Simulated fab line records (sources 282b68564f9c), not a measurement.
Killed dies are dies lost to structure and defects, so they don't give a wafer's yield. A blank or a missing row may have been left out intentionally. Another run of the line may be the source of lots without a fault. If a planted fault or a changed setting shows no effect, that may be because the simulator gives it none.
A struck lot beside a sound one -- flow rit-cmos -- 45 out of 202 route steps
Sound: the wafers L288.1, L288.5, L288.6. Wafers struck: L306.1, L306.2, L306.5. At the end, the cause is stated.
For every step that has rows: the tool of each side, followed by ch and its chambers, followed by its first start. Under that, the readings that differ: sound wafers -- struck wafers -- difference of the means -- sigmas: that difference in standard deviations of wafers without a fault.
alike: same words and numbers on both sides, and readings whose means sit less than 2 such deviations apart. not compared: any withheld reading, any reading some wafer has no value for, any bound like >300 that may hide the same value, and any number with overlapping values for which the record gives no deviation.
Wherever a step has rows on one side only, a row that says differs or no value, or a row with sigmas, the two part there. Numbers that have no deviation but don't overlap get no sigmas and don't part them. A reading that every wafer of one side lacks parts them only if that side has two wafers or more.

first, 1 step without rows for these wafers: RIT_PRETRO_DEVELOP_05 (develop time 65.46 s).
RIT_PRETRO_OVL_MEAS_06:
  struck on overlay-01, day 6 02:39; sound on overlay-01, day 2 07:10
  alike: PRETRO_OVL
then, 2 steps without rows for these wafers: RIT_PRETRO_HARDBAKE_07 (time 120 s); RIT_PRETRO_IMPLANT_08.
RIT_PRETRO_STRIP_09: strips in O2, time 180 s.
  sound on plasma-asher-03 ch 0,1, day 2 07:37; struck on plasma-asher-02 ch 0,1, day 6 03:05
  alike: drypump-motor-current-A, o2-flow-sccm
  not compared: rf-hours-counter-h
RIT_PRETRO_TW_MEAS_10:
  struck on film-metro-04, day 6 03:16; sound on film-metro-02, day 2 07:47
  alike: PRETRO_TW
then, 5 steps without rows for these wafers: RIT_GATE_WET_ETCH_00 (etches SiO2 in BOE, target depth 56 nm, time 60 s); RIT_GATE_CLEAN_01 (cleans in SC1, time 600 s); RIT_GATE_CLEAN_02 (cleans in dHF, time 30 s); RIT_GATE_CLEAN_03 (cleans in SC2, time 600 s); RIT_GATE_CLEAN_04 (cleans in dHF, time 60 s).
RIT_FOX2_THK_MEAS_91:
  struck on film-metro-02, day 6 03:44; sound on film-metro-02, day 2 08:18
  alike: FIELD_OXIDE_LEFT_2_THK
RIT_GATE_OXIDATION_05: target thk 3 nm, ox time 270 s.
  sound on furnace-04 ch 0, day 2 08:22; struck on furnace-04 ch 0, day 6 03:48
reading,sound,struck,difference,sigmas
model.SiO2_of_GATE_OXIDATION_05.thk-nm (nm),2.966 2.977 3.004,3.36 3.375 3.313,+0.37,
  alike: spike-tc-centre-C, spike-tc-load-C
then, 1 step without rows for these wafers: RIT_GATE_ANNEAL_06 (time 600 s).
RIT_GATE_THK_MEAS_07:
  struck on film-metro-01, day 6 05:07; sound on film-metro-04, day 2 09:41
reading,sound,struck,difference,sigmas
GATE_OXIDE_THK (nm),2.99 2.93 2.99,3.34 3.37 3.28,+0.36,+6
then, 1 step without rows for these wafers: RIT_GATE_CVD_08 (deposits poly-Si from SiH4, target thk 250 nm, time 2132 s).
RIT_GATE_THK_MEAS_09:
  struck on film-metro-01, day 6 07:37; sound on film-metro-04, day 2 11:22
  alike: GATE_POLY_THK
then, 6 steps without rows for these wafers: RIT_GATE_HMDS_10 (prime time 60 s); RIT_GATE_COAT_11 (resist thk 850 nm); RIT_GATE_SOFTBAKE_12 (time 60 s); RIT_GATE_EXPOSE_13 (exposes mask M6, target cd 150 nm); RIT_GATE_PEB_14; RIT_GATE_DEVELOP_15 (develop time 50 s).
RIT_GATE_CD_MEAS_16: the cd target is 150 nm.
  struck on cd-sem-01, day 6 08:31; sound on cd-sem-01, day 2 12:35
  alike: cd-nm
RIT_GATE_OVL_MEAS_17:
  struck on overlay-02, day 6 08:38; sound on overlay-01, day 2 12:42
  alike: GATE_OVL
then, 1 step without rows for these wafers: RIT_GATE_HARDBAKE_18 (time 60 s).
RIT_GATE_ETCH_19: etches poly-Si in SF6/CHF3/O2, stops on SiO2, time 170.6 s, target depth 312.5 nm.
  sound on rie-si-01 ch 0,3, day 2 12:53; struck on rie-si-01 ch 1,2,3, day 6 08:49
  alike: O2_flow_sccm, drypump-motor-current-A, oes-product-au, throttle-valve-pct
  not compared: rf-hours-counter-h
RIT_GATE_STRIP_20: strips in O2, time 180 s.
  sound on plasma-asher-01 ch 0,1, day 2 13:00; struck on plasma-asher-02 ch 0,1, day 6 08:56
  alike: drypump-motor-current-A, o2-flow-sccm
  not compared: rf-hours-counter-h
RIT_GATE_CD_MEAS_90: the cd target is 150 nm.
  struck on cd-sem-02, day 6 09:06; sound on cd-sem-01, day 2 13:10
  alike: cd-nm
then, 4 steps without rows for these wafers: RIT_REOX_CLEAN_00 (cleans in SC1, time 600 s); RIT_REOX_CLEAN_01 (cleans in dHF, time 30 s); RIT_REOX_CLEAN_02 (cleans in SC2, time 600 s); RIT_REOX_OXIDATION_03 (target thk 25.2 nm, ox time 5580 s).
RIT_REOX_THK_MEAS_04:
  struck on film-metro-01, day 6 12:13; sound on film-metro-03, day 2 16:43
  alike: REOX_OXIDE_THK
then, 6 steps without rows for these wafers: RIT_NLDD_HMDS_00 (prime time 60 s); RIT_NLDD_COAT_01 (resist thk 1000 nm); RIT_NLDD_SOFTBAKE_02 (time 60 s); RIT_NLDD_EXPOSE_03 (exposes mask M7, target cd 40700 nm); RIT_NLDD_PEB_04; RIT_NLDD_DEVELOP_05 (develop time 50 s).
RIT_NLDD_OVL_MEAS_06:
  struck on overlay-02, day 6 13:15; sound on overlay-01, day 2 17:37
  alike: NLDD_OVL
then, 1 step without rows for these wafers: RIT_NLDD_HARDBAKE_07 (time 60 s).
RIT_M1_DEVELOP_08: develop time 68 s.
  sound on litho-track-01 ch 0; struck on litho-track-01 ch 0
reading,sound,struck,difference,sigmas
model.M1.cd-nm (nm),2603 2602 2604,2630 2632 2630,+28,
RIT_M1_METAL_ETCH_12: etches Al in Cl2/BCl3, stops on SiO2, time 165 s, target depth 600 nm.
  sound on rie-metal-03 ch 0,1, day 3 06:42; struck on rie-metal-03 ch 0,1, day 7 03:41
reading,sound,struck,difference,sigmas
model.M1.cd-nm (nm),2605 2603 2605,2630 2634 2631,+27,
  alike: drypump-motor-current-A, oes-product-au, throttle-valve-pct
  not compared: rf-hours-counter-h
RIT_M1_PROBE_99:
  struck on prober-01, day 7 05:56; sound on prober-02, day 3 08:58
reading,sound,struck,difference,sigmas
model.etest.pmos_0p3.r-on-ohm-um,6097 6114 6097,6820 6880 6749,+714,
model.etest.nmos_0p3.r-on-ohm-um,2102 2139 2089,2304 2362 2270,+202,
model.etest.m1.width-nm (nm),2604 2608 2607,2629 2640 2632,+27,
model.etest.nmos_0p15.drive-ua-um,475.1 469.7 479.4,438.7 430.9 448.2,-35.5,
model.etest.nmos-narrow.drive-ua-um,234.5 234.2 233.7,197.8 197.2 201.2,-35.4,
model.etest.nmos_0p3.drive-ua-um,231.6 232.6 229.9,194.1 191.4 198.1,-36.8,
model.etest.pmos_0p15.drive-ua-um,266 262.2 265.9,239.4 237.3 247.7,-23.2,
model.etest.pmos_0p3.drive-ua-um,106 104.6 103.8,87.78 88 89.56,-16.35,
  alike: killed-at-contacts, killed-at-front-end, killed-dies, killed-open, killed-short

## WHERE THEY PART
At RIT_GATE_THK_MEAS_07 and nowhere else, as far as this record goes. Later steps at which nothing parts them and some readings are alike: RIT_GATE_THK_MEAS_09, RIT_GATE_CD_MEAS_16, RIT_GATE_OVL_MEAS_17, RIT_GATE_ETCH_19, RIT_GATE_STRIP_20, RIT_GATE_CD_MEAS_90, RIT_REOX_THK_MEAS_04, RIT_NLDD_OVL_MEAS_06, RIT_M1_METAL_ETCH_12, RIT_M1_PROBE_99.

WHY: the cause the simulator had injected
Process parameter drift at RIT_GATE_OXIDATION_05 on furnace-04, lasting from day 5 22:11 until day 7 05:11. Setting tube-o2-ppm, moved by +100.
